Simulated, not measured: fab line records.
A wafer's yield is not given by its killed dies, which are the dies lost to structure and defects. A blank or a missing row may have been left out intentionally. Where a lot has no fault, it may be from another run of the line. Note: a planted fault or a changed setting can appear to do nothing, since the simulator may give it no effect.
Struck lot and sound lot, side by side | flow berkeley cmos170 | 16 out of 331 route steps
Sound: these wafers, L255.2, L255.3, L255.4. Wafers struck: L264.2, L264.5, L264.6. The cause is given at the end.
Order at every step that has rows: each side's tool, ch and its chambers, its first start. Under that, the readings that differ: sound wafers | struck wafers | difference of the means | sigmas: that difference in standard deviations of wafers without a fault.
alike: a reading whose means differ by less than 2 such deviations, as well as words and numbers matching on both sides. not compared: withheld readings; readings where some wafer has no value; bounds like >300 that might hide an equal value; numbers whose values overlap and for which the record gives no deviation.
A row with sigmas, a row that says differs or no value, or rows on one side alone: a step with any of these is where the two part. Non-overlapping numbers with no deviation appear without sigmas and do not part them. A reading that every wafer of one side lacks parts them only if that side has two wafers or more.

first, 1 step without rows for these wafers: UCB170_PWELL_OXIDATION_02 (target thk 26.4 nm, ox time 1260 s).
UCB170_PWELL_THK_MEAS_03:
  sound on film metro-02, day 4 06:23; struck on film metro-02, day 5 22:26
  alike: PWELL_OXIDE_THK
then, 2 steps without rows for these wafers: UCB170_PWELL_ANNEAL_04 (time 900 s); UCB170_PWELL_CVD_05 (deposits Si3N4 from SiH2Cl2/NH3, target thk 220 nm, time 3300 s).
UCB170_PWELL_THK_MEAS_06:
  sound on film metro-02, day 4 12:34; struck on film metro-01, day 6 03:55
  reading                | sound             | struck            | difference | sigmas
  PWELL_NITRIDE_THK (nm) | 216.5 218.5 217.7 | 224.9 222.6 223.1 | +6.0       | +2
then, 6 steps without rows for these wafers: UCB170_PWELL_HMDS_07 (prime time 60 s); UCB170_PWELL_COAT_08 (resist thk 900 nm); UCB170_PWELL_SOFTBAKE_09 (time 60 s); UCB170_PWELL_EXPOSE_10 (exposes mask PWELL, target cd 3000 nm); UCB170_PWELL_PEB_11; UCB170_PWELL_DEVELOP_12 (develop time 45 s).
UCB170_PWELL_OVL_MEAS_13:
  sound on overlay-02, day 4 14:01; struck on overlay-02, day 6 04:49
  reading        | sound    | struck  | difference | sigmas
  PWELL_OVL (nm) | -6 -5 -4 | 1 12 15 | +14        | +3
UCB170_PWELL_ETCH_14: etches Si3N4 in CH3F/Ar/O2, stops on SiO2, target depth 242 nm, time 151 s.
  sound on rie diel-04 ch 1,2,3, day 4 14:03; struck on rie diel-03 ch 0,2,3, day 6 04:50
  reading                                      | sound             | struck            | difference | sigmas
  oes product au (a.u.)                        | 0.912 0.925 0.933 | 0.980 0.999 0.979 | +0.063     | +4
  run length s (s)                             | 179.3 180.2 179.2 | 155.2 156.3 156.7 | -23.5      | -65
  model.KrF_of_PWELL_COAT_08.thk nm (nm)       | 724.2 721.8 725.4 | 747.7 744.8 746   | +22.4      |
  model.etch.depth nm (nm)                     | 216.4 218.7 217.5 | 201 206.6 200.6   | -15        |
  model.SiO2_of_PWELL_OXIDATION_02.thk nm (nm) | 23.06 22.75 23.13 | 23.71 23.68 24.05 | +0.83      |
  alike: chamber pressure mTorr, drypump motor current A, throttle valve pct
  not compared: rf hours counter h
next, for these wafers, 1 step has no rows: UCB170_PWELL_IMPLANT_15.
UCB170_PWELL_STRIP_16: strips in O2.
  sound on plasma asher-04 ch 0,1, day 4 14:18; struck on plasma asher-04 ch 0,1, day 6 05:05
  reading                      | sound             | struck            | difference | sigmas
  strip time to endpoint s (s) | 18.08 18.02 18.09 | 18.65 18.56 18.62 | +0.55      | +7
  alike: chamber pressure mTorr, drypump motor current A, oes product au
  not compared: rf hours counter h
UCB170_PWELL_TW_MEAS_17:
  sound on film metro-04, day 4 14:25; struck on film metro-04, day 6 05:12
  alike: PWELL_TW

## WHERE THEY PART
First at UCB170_PWELL_THK_MEAS_06; last, within this record, at UCB170_PWELL_STRIP_16. Later steps at which nothing parts them and some readings are alike: UCB170_PWELL_TW_MEAS_17.

WHY: what had been put in by the simulator
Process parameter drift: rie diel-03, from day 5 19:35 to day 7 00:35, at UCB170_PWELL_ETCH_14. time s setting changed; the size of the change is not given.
